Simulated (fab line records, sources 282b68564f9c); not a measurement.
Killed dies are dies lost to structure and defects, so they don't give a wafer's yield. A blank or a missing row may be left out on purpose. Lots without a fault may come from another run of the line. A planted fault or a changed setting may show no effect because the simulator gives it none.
fab line records | flow rit_cmos
record lots=14 wafers=42 last_day=7
route steps=202 shown GATE@84
lots that met no fault: from a run of the same line without faults
start_h: hours from the record's first day to the start of the lot's first wafer shown | wait_h: hours since the lot's step before | " the same as in the row above | L1.1+2: a row that stands for several wafers | - no value, or no start given | * or withheld: withheld | < > ~ a bound
route shown NAME@n: a module of which the file shows steps, and the number in the route of the first | usual: mean/standard deviation of fault-free wafers | same: alike in all rows | chamber/n: place in a boat | sites: the reading at each site | _std_site: their standard deviation | _edge_site: outer sites' mean less inner sites' | radius_mm: how far each site lies from the wafer's centre | mask NAME#n: copy n | behind: the tool/chamber that last shaped the wafer | hold: why the lot was held/for how many hours/how that ended | device: the transistor (n, p or np) that didn't switch | end of line: the same wafers' tests at the end of the route | a step without rows: its recipe alone | killed: dies lost to structure and defects at the first sort, not the wafer's yield | map: a wafer's dies, x killed, . not, _ none there
set.NAME: the setting as run; set.NAME@STEP: as run at that earlier step | model.NAME: the simulator's own value behind a step, which no gauge read
steps of the route over a sample of lots; a table a step, a row a wafer
services: from which hour (start_h, from the record's first day; less than 0 if before it) a tool's chamber was out of use, for how many hours, and why
## steps
# step RIT_GATE_CVD_08
# recipe material=poly-Si target_thk_nm=250 temp_c=610 precursor=SiH4 time_s=2220 pressure_mtorr=300 sih4_flow_sccm=100
# columns lot.wafer tool chamber start_h wait_h
L964.2+3+4 lpcvd-01 1 39.24 0.0
L965.2+3+4 lpcvd-01 0 44.75 0.0
L966.1+2+5 lpcvd-01 1 49.28 0.1
L967.1+3+6 lpcvd-02 1 53.44 0.1
L968.1+3+6 lpcvd-02 1 59.88 0.1
L969.1+3+6 lpcvd-01 0 63.69 0.1
L970.3+4+6 lpcvd-02 1 69.74 0.0
L971.3+4+6 lpcvd-02 1 74.83 0.0
L972.3+4+5 lpcvd-02 1 78.78 0.0
L973.2+4+5 lpcvd-01 0 83.63 0.0
L979.4+5+6 lpcvd-01 1 115.32 0.0
L981.1+4+6 lpcvd-01 0 123.53 0.3
L983.4+5+6 lpcvd-02 1 137.90 0.0
L986.2+3+5 lpcvd-02 1 151.25 0.0
# step RIT_GATE_THK_MEAS_09
# recipe reads=poly-Si_of_GATE_CVD_08
# usual GATE_POLY_THK=248.0/2.2
# columns lot.wafer tool chamber start_h wait_h GATE_POLY_THK[nm]
L964.2 film_metro-03 - 40.87 0.0 248.8
L964.3 " - " " 248.7
L964.4 " - " " 245.9
L965.2 film_metro-04 - 46.38 0.0 250.5
L965.3 " - " " 251.9
L965.4 " - " " 251.6
L966.1 film_metro-04 - 50.89 0.0 247.3
L966.2 " - " " 244.9
L966.5 " - " " 248.2
L967.1 film_metro-02 - 55.05 0.0 249.1
L967.3 " - " " 248.2
L967.6 " - " " 247.9
L968.1 film_metro-03 - 61.49 0.0 248.0
L968.3 " - " " 244.8
L968.6 " - " " 244.4
L969.1 film_metro-03 - 65.31 0.0 246.3
L969.3 " - " " 245.2
L969.6 " - " " 246.2
L970.3 film_metro-04 - 71.37 0.0 249.2
L970.4 " - " " 248.7
L970.6 " - " " 246.7
L971.3 film_metro-04 - 76.47 0.0 251.3
L971.4 " - " " 250.8
L971.6 " - " " 252.3
L972.3 film_metro-02 - 80.42 0.0 244.7
L972.4 " - " " 247.4
L972.5 " - " " 246.8
L973.2 film_metro-04 - 86.06 0.0 249.4
L973.4 " - " " 250.0
L973.5 " - " " 250.5
L979.4 film_metro-02 - 116.97 0.0 440.7
L979.5 " - " " 435.7
L979.6 " - " " 438.9
L981.1 film_metro-02 - 125.15 0.0 436.3
L981.4 " - " " 435.1
L981.6 " - " " 434.4
L983.4 film_metro-02 - 140.35 0.0 248.3
L983.5 " - " " 247.7
L983.6 " - " " 247.6
L986.2 film_metro-03 - 152.88 0.0 248.9
L986.3 " - " " 248.0
L986.5 " - " " 247.5
# step RIT_GATE_ETCH_19
# recipe chemistry=SF6/CHF3/O2 time_s=165 SF6_flow_sccm=30 CHF3_flow_sccm=30 O2_flow_sccm=5 target=poly-Si pressure_mtorr=40 rf_w=160 target_depth_a=3125 over_etch_frac=0.25 stop_on=SiO2
# usual drypump_motor_current_A=5.8/0.55 oes_product_au=0.846/0.016 rf_fwd_power_W=159.4/0.48 throttle_valve_pct=10.22/0.15
# columns lot.wafer tool chamber start_h wait_h drypump_motor_current_A oes_product_au rf_fwd_power_W rf_hours_counter_h throttle_valve_pct
L964.2 rie_si-02 3 42.28 0.1 6.6 0.841 159.1 34 10.10
L964.3 " 0 " " 4.8 0.857 159.9 81 10.17
L964.4 " 2 " " 5.2 0.823 158.8 38 10.42
L965.2 rie_si-01 1 47.71 0.1 5.5 0.862 158.9 48 10.17
L965.3 " 2 " " 6.0 0.865 159.8 0 10.14
L965.4 " 0 " " 5.9 0.861 159.7 3 10.03
L966.1 rie_si-02 0 52.20 0.1 4.8 0.844 159.6 81 10.19
L966.2 " 1 " " 6.1 0.828 160.2 141 10.40
L966.5 " 3 " " 6.6 0.837 158.9 - 10.09
L967.1 rie_si-01 1 56.27 0.1 5.5 0.849 159.0 48 10.17
L967.3 " 2 " " 6.1 0.851 159.3 0 10.17
L967.6 " 1 " " 5.5 0.855 159.4 - 10.17
L968.1 rie_si-02 2 62.71 0.1 5.2 0.828 160.2 38 10.42
L968.3 " 0 " " 4.8 0.846 159.7 81 10.17
L968.6 " 2 " " 5.2 0.812 159.4 - 10.42
L969.1 rie_si-01 0 66.52 0.1 5.9 0.852 160.2 4 10.01
L969.3 " 1 " " 5.5 0.847 159.5 48 10.16
L969.6 " 2 " " 6.0 0.834 159.7 - 10.12
L970.3 rie_si-02 3 72.69 0.1 6.6 0.836 158.5 35 10.08
L970.4 " 1 " " 6.1 0.845 159.7 142 10.41
L970.6 " 0 " " 4.8 0.835 159.2 - 10.18
L971.3 rie_si-01 0 77.72 0.1 6.0 0.861 158.7 4 10.01
L971.4 " 3 " " 6.1 0.881 159.6 151 10.39
L971.6 " 2 " " 6.1 0.861 158.9 - 10.15
L972.3 rie_si-02 3 81.62 0.1 6.6 0.817 159.2 35 10.09
L972.4 " 2 " " 5.2 0.822 159.4 38 10.42
L972.5 " 2 " " 5.2 0.825 159.7 - 10.41
L973.2 rie_si-01 2 87.39 0.1 6.0 0.848 158.4 1 10.16
L973.4 " 0 " " 6.0 0.859 160.0 4 10.01
L973.5 " 1 " " 5.5 0.860 159.3 - 10.17
L979.4 rie_si-01 2 118.21 0.1 6.0 1.005 158.3 - 10.16
L979.5 " 0 " " 6.0 1.011 159.4 - 10.01
L979.6 " 2 " " 6.0 0.990 157.9 - 10.16
L981.1 rie_si-01 0 126.49 0.1 6.0 1.008 159.6 4 10.01
L981.4 " 1 " " 5.5 1.022 159.6 - 10.17
L981.6 " 0 " " 6.0 1.012 159.6 - 9.99
L983.4 rie_si-01 3 141.58 0.1 6.1 0.831 159.1 0 10.38
L983.5 " 3 " " 6.1 0.829 159.3 - 10.38
L983.6 " 0 " " 6.0 0.855 159.4 - 10.01
L986.2 rie_si-02 2 154.21 0.1 5.2 0.830 158.3 39 10.42
L986.3 " 0 " " 4.8 0.846 158.6 81 10.19
L986.5 " 0 " " 4.8 0.864 159.0 - 10.17
## services
# columns tool chamber start_h hours kind
rie_si-01 3 91.95 5.7 repair
rie_si-01 3 106.80 - clean
rie_si-01 3 106.80 28.7 scheduled_down
rie_si-01 3 106.80 28.7 vent_cycle
rie_si-01 1 116.99 3.6 repair
rie_si-02 1 149.10 - clean
rie_si-02 1 149.10 19.1 scheduled_down
rie_si-02 1 149.10 19.1 vent_cycle
## key
first_sign step=RIT_GATE_THK_MEAS_09 reading=GATE_POLY_THK direction=up sigmas=88 usual=248.0 struck=436.9
effect step=RIT_GATE_ETCH_19 reading=oes_product_au direction=up sigmas=10 usual=0.846 struck=1.008
met_at RIT_GATE_CVD_08
struck_lots L979,L981
later_rows_left_out L979.4,L979.5,L979.6,L981.1,L981.4,L981.6
sort_left_out L979.4,L979.5,L979.6,L981.1,L981.4,L981.6
tester_left_out L979,L981
onset_between 83.63 115.32
fault kind=process_parameter_drift tool=lpcvd-01 chamber=- onset_h=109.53 steps=RIT_GATE_CVD_08 channel=target_thk_nm offset=188.54 shape=step end_h=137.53 acts_in=these_recipes_only stated=250
# tester_left_out: of these lots the tester's yield and bins aren't shown, on N5 and GAA mostly nor the transistor test; their killed dies are dies lost to structure and defects alone, not to doping, threshold or leakage, so they don't give the yield
# sort_left_out: the simulated sort isn't trusted on such a fault, so these wafers' sort isn't shown, and their yield isn't known
# later_rows_left_out: the simulator's readings of these wafers behind a module that went badly wrong aren't trusted and aren't shown, but for the sort
